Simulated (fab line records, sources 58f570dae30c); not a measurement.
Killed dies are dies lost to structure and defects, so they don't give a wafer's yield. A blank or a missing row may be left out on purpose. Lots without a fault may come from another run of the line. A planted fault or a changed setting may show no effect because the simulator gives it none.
One fault seen from 2 desks | flow berkeley_cmos170 | each desk has only its own numbers; what lay behind them comes last

THE METROLOGY DESK
What the gauges read, lot by lot, whatever tool the lot ran on: means of the sampled wafers that have a number. A lot is out of limits, marked OUT, if its mean lies more than 4 standard deviations from the usual mean; the brackets give that distance.
Columns: A = V2_POLISHED_THK at UCB170_V2_THK_MEAS_04, usual 1000.3 nm; B = V2_OVL at UCB170_V2_OVL_MEAS_13, usual -2 nm; C = cd_nm at UCB170_V2_CD_MEAS_90, usual 700.2 nm
lot  | first seen here | A      | B   | C
L880 | day 7 08:59     | 999.5  | 2   | 700.3
L879 | day 7 10:20     | 999.5  | -1  | 702.1
L881 | day 8 01:10     | 1000.8 | 5   | 701.3
L883 | day 8 19:10     | 1001.8 | -9  | 699.8
L884 | day 8 21:11     | 1001.0 | -11 | 700.1
L882 | day 8 21:33     | 1000.1 | -2  | 697.8
L891 | day 9 02:43     | 999.5  | 1   | 696.6
L889 | day 9 02:53     | 1000.4 | -7  | 698.6
L892 | day 10 03:35    | 1001.3 | -1  | 698.5
L894 | day 10 22:52    | 999.4  | 11  | 701.3
L896 | day 11 11:38    | 998.7  | 5   | 700.6
L897 | day 11 13:37    | 999.4  | -11 | 702.1
L902 | day 11 21:46    | 1000.8 | -4  | 700.4
This desk's finding: nothing out of limits on any of the 13 lots.

THE TOOL OWNER'S DESK: plasma_asher-03
The tool's own readings at UCB170_ACTIVE_STRIP_16 (strips in O2): means of the sampled wafers that have a number, for each lot that ran on this tool. A lot is out of limits, marked OUT, if its mean lies more than 4 standard deviations from the usual mean; the brackets give that distance.
Columns: A = chamber_pressure_mTorr at UCB170_ACTIVE_STRIP_16, usual 3500 mTorr; B = drypump_motor_current_A at UCB170_ACTIVE_STRIP_16, usual 5.8 A; C = oes_product_au at UCB170_ACTIVE_STRIP_16, usual 0.721 a.u.; D = strip_time_to_endpoint_s at UCB170_ACTIVE_STRIP_16, usual 18.10 s
lot  | first seen here | A    | B   | C     | D
L879 | day 4 01:37     | 3503 | 5.8 | 0.722 | 18.13
L884 | day 5 12:35     | 3499 | 6.0 | 0.726 | 18.05
L889 | day 6 01:26     | 3502 | 6.0 | 0.724 | 18.11
L892 | day 6 17:56     | 3500 | 5.7 | 0.718 | 18.16
L894 | day 7 08:16     | 3500 | 5.8 | 0.725 | 18.04
This desk's finding: nothing out of limits on any of the 5 lots.

PUT TOGETHER
The metrology desk saw nothing out of limits.
The tool owner's desk saw nothing out of limits.

WHAT THE SIMULATOR HAD PUT IN
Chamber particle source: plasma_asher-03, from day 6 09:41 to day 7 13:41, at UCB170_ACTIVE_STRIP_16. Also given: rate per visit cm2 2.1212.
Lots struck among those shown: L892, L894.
